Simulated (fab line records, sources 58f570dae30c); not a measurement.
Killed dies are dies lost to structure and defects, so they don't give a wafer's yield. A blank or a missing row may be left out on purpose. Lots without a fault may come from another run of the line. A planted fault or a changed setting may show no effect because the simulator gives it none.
Split-lot experiment | flow berkeley_cmos170 | 5 lots, 23 wafers read, on a route of 331 steps

THE SPLIT
At UCB170_V1_PEB_10, the setting peb_temp_c was moved away from the recipe's 130 C on 5 of the 23 wafers read, by -2.0% to +1.5%. The other wafers ran this setting at the recipe's value.

FROM THE SPLIT TO THE READING: what the file shows between them, 4 steps
- UCB170_V1_DEVELOP_11: develop time 45 s
- UCB170_V1_CD_MEAS_12: target cd 700 nm
- UCB170_V1_ETCH_14: etches SiO2 in CHF3/CF4/Ar, stops on Al, target depth 1250 nm, time 291 s (also split here: time_s)
- UCB170_V1_STRIP_15: strips in O2

THE READING
cd_nm, in nm, at UCB170_V1_CD_MEAS_90 (target cd 700 nm). Fault-free wafers of this fab line usually give 699.4 nm, standard deviation 1.5 nm.

wafer  | tool, chamber at the split | peb_temp_c as run, C | against the recipe | cd_nm, nm | against lot-mates on the recipe
L075.1 | litho_track-02, 0          | 130                  | recipe             | 699.1     | -
L075.2 | litho_track-02, 0          | 130                  | recipe             | 697.8     | -
L075.4 | litho_track-02, 0          | 130                  | recipe             | 699.3     | -
L075.5 | litho_track-02, 0          | 130                  | recipe             | 701.4     | -
L075.6 | litho_track-02, 0          | 130                  | recipe             | 697.9     | -
L076.1 | litho_track-03, 0          | 130                  | recipe             | 699.3     | -
L076.2 | litho_track-03, 0          | 130                  | recipe             | 702.0     | -
L076.3 | litho_track-03, 0          | 130                  | recipe             | 700.1     | -
L076.4 | litho_track-03, 0          | 130                  | recipe             | 700.7     | -
L076.5 | litho_track-03, 0          | 130                  | recipe             | 701.9     | -
L079.1 | litho_track-03, 0          | 131.9                | +1.5%              | 711.4     | +12.6
L079.3 | litho_track-03, 0          | 131.9                | +1.5%              | 711.9     | +13.1
L079.4 | litho_track-03, 0          | 130                  | recipe             | 698.1     | -
L079.5 | litho_track-03, 0          | 131.9                | +1.5%              | 709.9     | +11.1
L079.6 | litho_track-03, 0          | 130                  | recipe             | 699.5     | -
L080.1 | litho_track-04, 0          | 130                  | recipe             | 696.2     | -
L080.3 | litho_track-04, 0          | 127.4                | -2.0%              | 678.6     | -19.2
L080.4 | litho_track-04, 0          | 127.4                | -2.0%              | 678.0     | -19.8
L080.5 | litho_track-04, 0          | 130                  | recipe             | 697.6     | -
L080.6 | litho_track-04, 0          | 130                  | recipe             | 699.5     | -
L084.1 | litho_track-02, 0          | 130                  | recipe             | 697.6     | -
L084.2 | litho_track-02, 0          | 130                  | recipe             | 699.8     | -
L084.3 | litho_track-02, 0          | 130                  | recipe             | 698.5     | -

THE FIT
A straight line over all 23 wafers: cd_nm changes by +9.42 nm for each +1% of peb_temp_c; r = +0.98; the points scatter about the line by 1.7 nm.
The same after taking each lot's own level away (the mean of its wafers on the recipe; 23 wafers): +9.14 nm for each +1%; r = +0.99; scatter 1.2 nm.
On that fit, the largest move of peb_temp_c shifts the reading by 18 nm.
The lots' own levels span 697.77 to 700.80 nm, that is 2.0 times the standard deviation above.
So the lot-to-lot level changes the slope little: the two slopes agree.
Check: with one of the wafers moved furthest among these (-2.0%) left out of the fit, the line predicts -18.2 nm for it against its lot-mates. It came out at -19.2 nm against them.

OTHER SPLITS ON THESE WAFERS
These wafers also went through other splits before the reading. Each is held against what the fit with the lots' levels taken away leaves over:
other split on the same wafers                 | wafers away from the commonest value | r with cd_nm (lot level and that fit taken away)
UCB170_BACKSIDE_HMDS_00 prime_time_s           | 5                                    | -0.14
UCB170_SILICIDE_SPUTTER_01 chamber_pressure_pa | 18                                   | -0.24
UCB170_CONTACT_COAT_04 resist_thk_nm           | 11                                   | +0.21
UCB170_M1_SPUTTER_00 power_w                   | 10                                   | -0.07
UCB170_M1_METAL_ETCH_12 icp_w                  | 5                                    | -0.24
UCB170_V1_ETCH_14 time_s                       | 11                                   | +0.31

THE WHOLE CHAIN: every reading that the file lists as answering this split, in the file's order
step                 | what it does                                                              | reading                                                   | change (the file's fit)              | r (the file's)
UCB170_V1_CD_MEAS_12 | target cd 700 nm                                                          | cd_nm                                                     | +9.11 nm for each +1% of the setting | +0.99
UCB170_V1_ETCH_14    | etches SiO2 in CHF3/CF4/Ar, stops on Al, target depth 1250 nm, time 291 s | V1.cd_nm (the simulator's own value, which no gauge read) | +9.28 nm for each +1% of the setting | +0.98
UCB170_V1_CD_MEAS_90 | target cd 700 nm                                                          | cd_nm                                                     | +9.27 nm for each +1% of the setting | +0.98

THE FILE'S OWN FIT
cd_nm changes by +9.27 nm for each +1% of peb_temp_c, r = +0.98.
